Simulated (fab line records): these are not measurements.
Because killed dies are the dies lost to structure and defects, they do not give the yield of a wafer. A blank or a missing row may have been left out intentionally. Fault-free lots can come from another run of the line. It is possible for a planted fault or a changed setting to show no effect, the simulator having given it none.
Which of the tools did it? / flow berkeley cmos170 / 42 wafers from 14 lots sampled at 5 of the route's 331 steps

WHAT THE GAUGES READ, wafer by wafer
UCB170_FIELD_THK_MEAS_91. Usual: for FIELD_OXIDE_LEFT_2_THK the level is 344 nm and the standard deviation is 9.5.
lot=L609; measured=day 5 04:01; on=film metro-01; FIELD_OXIDE_LEFT_2_THK (nm)=345 348 342; flag=
lot=L610; measured=day 5 11:33; on=film metro-03; FIELD_OXIDE_LEFT_2_THK (nm)=356 361 357; flag=
lot=L611; measured=day 5 16:16; on=film metro-01; FIELD_OXIDE_LEFT_2_THK (nm)=330 330 317; flag=
lot=L613; measured=day 6 09:28; on=film metro-04; FIELD_OXIDE_LEFT_2_THK (nm)=353 345 344; flag=
lot=L612; measured=day 6 10:39; on=film metro-01; FIELD_OXIDE_LEFT_2_THK (nm)=348 345 351; flag=
lot=L619; measured=day 7 05:29; on=film metro-03; FIELD_OXIDE_LEFT_2_THK (nm)=333 329 329; flag=
lot=L620; measured=day 7 17:23; on=film metro-03; FIELD_OXIDE_LEFT_2_THK (nm)=346 343 346; flag=
lot=L625; measured=day 8 20:05; on=film metro-04; FIELD_OXIDE_LEFT_2_THK (nm)=337 347 343; flag=
lot=L623; measured=day 8 20:16; on=film metro-04; FIELD_OXIDE_LEFT_2_THK (nm)=356 357 351; flag=
lot=L626; measured=day 9 07:20; on=film metro-04; FIELD_OXIDE_LEFT_2_THK (nm)=358 355 354; flag=
lot=L627; measured=day 9 16:02; on=film metro-01; FIELD_OXIDE_LEFT_2_THK (nm)=351 356 346; flag=
lot=L628; measured=day 9 16:52; on=film metro-04; FIELD_OXIDE_LEFT_2_THK (nm)=333 343 340; flag=
lot=L630; measured=day 10 03:18; on=film metro-04; FIELD_OXIDE_LEFT_2_THK (nm)=361 354 341; flag=
lot=L631; measured=day 10 03:47; on=film metro-04; FIELD_OXIDE_LEFT_2_THK (nm)=354 350 350; flag=

UCB170_GATE_CD_MEAS_12 targets a cd of 350 nm. Usual: 349.7 nm for cd nm, sd 1.5.
lot=L609; measured=day 5 12:55; on=cd sem-01; cd nm (nm)=350.0 350.1 350.2; flag=
lot=L610; measured=day 6 02:43; on=cd sem-01; cd nm (nm)=349.1 349.4 349.7; flag=
lot=L611; measured=day 6 03:12; on=cd sem-01; cd nm (nm)=345.9 348.5 346.4; flag=
lot=L613; measured=day 6 19:47; on=cd sem-01; cd nm (nm)=349.5 347.0 346.8; flag=
lot=L612; measured=day 6 20:52; on=cd sem-01; cd nm (nm)=348.6 350.0 349.7; flag=
lot=L619; measured=day 7 14:30; on=cd sem-01; cd nm (nm)=301.2 301.3 301.3 301.1 301.3 301.1; flag=OFF
lot=L620; measured=day 8 03:39; on=cd sem-01; cd nm (nm)=301.3 301.1 298.5 300.8 301.2 298.6; flag=OFF
lot=L625; measured=day 9 14:07; on=cd sem-02; cd nm (nm)=348.8 346.9 347.9; flag=
lot=L623; measured=day 9 14:01; on=cd sem-01; cd nm (nm)=350.0 351.0 351.2; flag=
lot=L626; measured=day 9 19:39; on=cd sem-02; cd nm (nm)=352.1 352.4 351.8; flag=
lot=L627; measured=day 10 02:10; on=cd sem-02; cd nm (nm)=351.6 352.7 351.9; flag=
lot=L628; measured=day 10 02:41; on=cd sem-02; cd nm (nm)=350.0 349.8 349.8; flag=
lot=L630; measured=day 10 16:13; on=cd sem-01; cd nm (nm)=350.7 349.4 349.6; flag=
lot=L631; measured=day 10 16:24; on=cd sem-02; cd nm (nm)=347.9 348.6 349.2; flag=

UCB170_PLDD_OVL_MEAS_07. Usual: for PLDD_OVL the level is -3 nm and the standard deviation is 6.7.
lot=L609; measured=day 5 16:22; on=overlay-01; PLDD_OVL (nm)=-5 2 -10; flag=
lot=L610; measured=day 6 04:40; on=overlay-01; PLDD_OVL (nm)=0 6 3; flag=
lot=L611; measured=day 6 05:50; on=overlay-01; PLDD_OVL (nm)=9 -5 7; flag=
lot=L613; measured=day 6 21:50; on=overlay-01; PLDD_OVL (nm)=-5 -7 -6; flag=
lot=L612; measured=day 6 22:48; on=overlay-02; PLDD_OVL (nm)=2 -4 -2; flag=
lot=L619; measured=day 8 10:19; on=overlay-02; PLDD_OVL (nm)=-16 0 -11; flag=
lot=L620; measured=day 8 15:34; on=overlay-02; PLDD_OVL (nm)=-17 -4 -10; flag=
lot=L625; measured=day 9 16:27; on=overlay-02; PLDD_OVL (nm)=-8 -8 1; flag=
lot=L623; measured=day 9 16:10; on=overlay-01; PLDD_OVL (nm)=-8 -10 -5; flag=
lot=L626; measured=day 9 23:40; on=overlay-02; PLDD_OVL (nm)=-6 11 -8; flag=
lot=L627; measured=day 10 03:56; on=overlay-02; PLDD_OVL (nm)=-1 3 -2; flag=
lot=L628; measured=day 10 04:44; on=overlay-02; PLDD_OVL (nm)=-1 8 7; flag=
lot=L630; measured=day 10 19:03; on=overlay-02; PLDD_OVL (nm)=-8 -6 2; flag=
lot=L631; measured=day 10 19:19; on=overlay-01; PLDD_OVL (nm)=10 -8 4; flag=

TOOL THAT RAN EACH LOT (tool first, then ch and the chambers of the sampled wafers, then the start)
lot=L609; UCB170_GATE_COAT_07=litho track-02 ch 0, day 5 11:00; UCB170_GATE_STRIP_16=plasma asher-03 ch 1, day 5 13:08
lot=L610; UCB170_GATE_COAT_07=litho track-02 ch 0, day 6 02:00; UCB170_GATE_STRIP_16=plasma asher-02 ch 0,1, day 6 02:58
lot=L611; UCB170_GATE_COAT_07=litho track-04 ch 0, day 6 02:00; UCB170_GATE_STRIP_16=plasma asher-01 ch 0,1, day 6 03:25
lot=L613; UCB170_GATE_COAT_07=litho track-04 ch 0, day 6 18:00; UCB170_GATE_STRIP_16=plasma asher-03 ch 0,1, day 6 20:02
lot=L612; UCB170_GATE_COAT_07=litho track-04 ch 0, day 6 19:00; UCB170_GATE_STRIP_16=plasma asher-02 ch 0,1, day 6 21:07
lot=L619; UCB170_GATE_COAT_07=litho track-04 ch 0, day 7 13:00; UCB170_GATE_STRIP_16=plasma asher-01 ch 0,1, day 8 06:02
lot=L620; UCB170_GATE_COAT_07=litho track-04 ch 0, day 8 02:00; UCB170_GATE_STRIP_16=plasma asher-03 ch 0,1, day 8 10:53
lot=L625; UCB170_GATE_COAT_07=litho track-02 ch 0, day 9 13:00; UCB170_GATE_STRIP_16=plasma asher-03 ch 0,1, day 9 14:22
lot=L623; UCB170_GATE_COAT_07=litho track-01 ch 0, day 9 12:00; UCB170_GATE_STRIP_16=plasma asher-01 ch 0,1, day 9 14:16
lot=L626; UCB170_GATE_COAT_07=litho track-02 ch 0, day 9 18:00; UCB170_GATE_STRIP_16=plasma asher-03 ch 0,1, day 9 19:53
lot=L627; UCB170_GATE_COAT_07=litho track-01 ch 0, day 10 01:00; UCB170_GATE_STRIP_16=plasma asher-03 ch 1, day 10 02:25
lot=L628; UCB170_GATE_COAT_07=litho track-02 ch 0, day 10 01:00; UCB170_GATE_STRIP_16=plasma asher-02 ch 0,1, day 10 02:56
lot=L630; UCB170_GATE_COAT_07=litho track-01 ch 0, day 10 14:00; UCB170_GATE_STRIP_16=plasma asher-01 ch 0, day 10 16:31
lot=L631; UCB170_GATE_COAT_07=litho track-02 ch 0, day 10 15:00; UCB170_GATE_STRIP_16=plasma asher-01 ch 0,1, day 10 16:38
- UCB170_GATE_COAT_07: resist thk 900 nm.
- UCB170_GATE_STRIP_16: strips in O2.

AS READ BY THE TOOLS THEMSELVES (means over the sampled wafers that have a number; for cases with no such wafer, the mark the record gives instead)
UCB170_GATE_STRIP_16. Usual: drypump motor current A 5.9 A, standard deviation 0.33; oes product au 0.724 a.u., standard deviation 0.0042.
lot=L609; tool=plasma asher-03; drypump motor current A (A)=5.7; oes product au (a.u.)=0.725; flag=
lot=L610; tool=plasma asher-02; drypump motor current A (A)=5.7; oes product au (a.u.)=0.724; flag=
lot=L611; tool=plasma asher-01; drypump motor current A (A)=6.2; oes product au (a.u.)=0.727; flag=
lot=L613; tool=plasma asher-03; drypump motor current A (A)=6.0; oes product au (a.u.)=0.721; flag=
lot=L612; tool=plasma asher-02; drypump motor current A (A)=5.7; oes product au (a.u.)=0.728; flag=
lot=L619; tool=plasma asher-01; drypump motor current A (A)=5.9; oes product au (a.u.)=0.476; flag=OFF
lot=L620; tool=plasma asher-03; drypump motor current A (A)=5.8; oes product au (a.u.)=0.473; flag=OFF
lot=L625; tool=plasma asher-03; drypump motor current A (A)=5.9; oes product au (a.u.)=0.726; flag=
lot=L623; tool=plasma asher-01; drypump motor current A (A)=6.2; oes product au (a.u.)=0.724; flag=
lot=L626; tool=plasma asher-03; drypump motor current A (A)=5.9; oes product au (a.u.)=0.725; flag=
lot=L627; tool=plasma asher-03; drypump motor current A (A)=5.7; oes product au (a.u.)=0.723; flag=
lot=L628; tool=plasma asher-02; drypump motor current A (A)=5.7; oes product au (a.u.)=0.730; flag=
lot=L630; tool=plasma asher-01; drypump motor current A (A)=6.5; oes product au (a.u.)=0.721; flag=
lot=L631; tool=plasma asher-01; drypump motor current A (A)=6.0; oes product au (a.u.)=0.723; flag=

THE ANSWER, worked out from the rows above alone
Rule: lot off if the mean of its wafers having a number is beyond 3 standard deviations from the usual mean. A lot without any number at a reading at which 4 lots or more have one is off too. The other lots that the step has rows for count as sound. The gauges are gone through in route order, then the tools' own readings, and for those a lot's mean is taken as printed above. The first step at which some lot is off is used, and at that step the reading that is off furthest; a lot without a number counts as furthest.
Off, at UCB170_GATE_CD_MEAS_12 on cd nm: L619, L620.
A tool fits if, at a process step before that reading, it ran every lot that is off, and no sound lot after the first of them. Not tried: the gauges at UCB170_GATE_CD_MEAS_12; whatever is off there is also off at UCB170_GATE_STRIP_16, on other tools, and gauge error can't account for it. One fits: UCB170_GATE_COAT_07 on litho track-04. A fault onset in the window from L612 (day 6 19:00, its last sound lot) to L619 (day 7 13:00, its first lot off) fits.

WHAT THE SIMULATOR HAD INSERTED
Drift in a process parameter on litho track-04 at UCB170_GATE_COAT_07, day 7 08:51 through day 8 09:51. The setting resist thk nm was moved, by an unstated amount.
Struck lots among those shown: L619, L620. The rule above reached the same finding.
